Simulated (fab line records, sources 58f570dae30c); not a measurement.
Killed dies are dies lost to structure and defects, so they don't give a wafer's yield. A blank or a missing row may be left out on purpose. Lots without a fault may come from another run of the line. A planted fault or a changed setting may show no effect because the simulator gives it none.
A struck lot beside a sound one | flow berkeley_cmos170 | 16 steps out of a route of 331
Sound: wafers L535.3, L535.4, L535.5. Struck: wafers L539.2, L539.4, L539.5. The cause comes at the end.
At each step with rows: each side's tool, then ch and its chambers, then its first start. Under that, the readings that differ: sound wafers | struck wafers | difference of the means | sigmas: that difference in standard deviations of wafers without a fault.
alike: readings whose means differ by less than 2 such deviations, and words and numbers that are the same on both sides. not compared: withheld readings, readings that some wafer has no value for, bounds like >300 that may hide the same value, and numbers for which the record gives no deviation and whose values overlap.
The two part at a step that has a row with sigmas, a row that says differs or no value, or rows on one side only. Numbers that don't overlap but have no deviation are shown without sigmas and don't part them. A reading that every wafer of one side lacks parts them only if that side has two wafers or more.

UCB170_M2_SOFTBAKE_11: time 61.37 s.
  sound on litho_track-02 ch 0; struck on litho_track-03 ch 0
  alike: plate_sensor_t_centre_C, plate_sensor_t_edge_C, resist_line_temp_C, softbake_temp_c
then, 3 steps without rows for these wafers: UCB170_M2_EXPOSE_12 (exposes mask METAL2, target cd 700 nm); UCB170_M2_PEB_13; UCB170_M2_DEVELOP_14 (develop time 45 s).
UCB170_M2_CD_MEAS_15: target cd 700 nm.
  sound on cd_sem-02, day 12 05:29; struck on cd_sem-02, day 12 22:01
  alike: cd_nm
UCB170_M2_OVL_MEAS_16:
  sound on overlay-01, day 12 05:35; struck on overlay-01, day 12 22:07
  alike: M2_OVL
UCB170_M2_ETCH_17: etches BARC in N2/H2.
  sound on rie_diel-01 ch 1,3, day 12 05:36; struck on rie_diel-04 ch 0,3, day 12 22:08
  alike: drypump_motor_current_A, oes_product_au, throttle_valve_pct
UCB170_M2_METAL_ETCH_18: etches Al in Cl2/BCl3, stops on SiO2, target depth 1170 nm, time 195 s.
  sound on rie_metal-01 ch 0,1, day 12 05:43; struck on rie_metal-04 ch 1, day 12 22:11
  alike: drypump_motor_current_A, oes_product_au, throttle_valve_pct
  not compared: rf_hours_counter_h
UCB170_M2_STRIP_19: strips in O2.
  sound on plasma_asher-03 ch 0,1, day 12 05:52; struck on plasma_asher-04 ch 0,1, day 12 22:22
  alike: drypump_motor_current_A, o2_flow_sccm, oes_product_au
  not compared: rf_hours_counter_h
UCB170_M2_CD_MEAS_90: target cd 700 nm.
  sound on cd_sem-02, day 12 06:04; struck on cd_sem-01, day 12 22:29
  alike: cd_nm
UCB170_V2_CVD_00: deposits SiO2 from TEOS/O2, target thk 2000 nm, time 250 s.
  sound on pecvd-02 ch 1,2, day 12 06:09; struck on pecvd-02 ch 0,1,2, day 12 22:35
  alike: heater_power_w
  not compared: since_wet_clean_h
UCB170_V2_THK_MEAS_01:
  sound on film_metro-02, day 12 06:19; struck on film_metro-03, day 12 22:46
  alike: V2_TEOS_THK
UCB170_V2_CMP_02: polishes SiO2.
  sound on cmp-01 ch 0,2,3, day 12 06:28; struck on cmp-02 ch 1,2,3, day 12 22:52
  reading                             | sound            | struck         | difference | sigmas
  model.SiO2_of_V2_CVD_00.thk_nm (nm) | 1002 999.4 999.1 | 1076 1074 1075 | +75        |
  alike: motor_current_A, retaining_ring_pressure_frac
UCB170_V2_BOW_MEAS_03:
  sound on film_metro-04, day 12 06:42; struck on film_metro-03, day 12 23:26
  reading     | sound    | struck | difference                    | sigmas
  V2_BOW (um) | 34 47 50 | - - -  | no value on the struck wafers |
  not compared: hold
UCB170_V2_THK_MEAS_04:
  sound on film_metro-04, day 12 06:48; struck on film_metro-03, day 13 02:06
  reading              | sound              | struck               | difference | sigmas
  V2_POLISHED_THK (nm) | 1002.2 999.8 999.2 | 1076.0 1074.4 1075.2 | +74.8      | +53
  not compared: hold
UCB170_M3_PROBE_99:
  the record has rows for the sound wafers here (prober-02, day 12 14:41) and none for the struck ones

WHERE THEY PART
First at UCB170_V2_BOW_MEAS_03; last, within this record, at UCB170_M3_PROBE_99.

WHY: what the simulator had put in
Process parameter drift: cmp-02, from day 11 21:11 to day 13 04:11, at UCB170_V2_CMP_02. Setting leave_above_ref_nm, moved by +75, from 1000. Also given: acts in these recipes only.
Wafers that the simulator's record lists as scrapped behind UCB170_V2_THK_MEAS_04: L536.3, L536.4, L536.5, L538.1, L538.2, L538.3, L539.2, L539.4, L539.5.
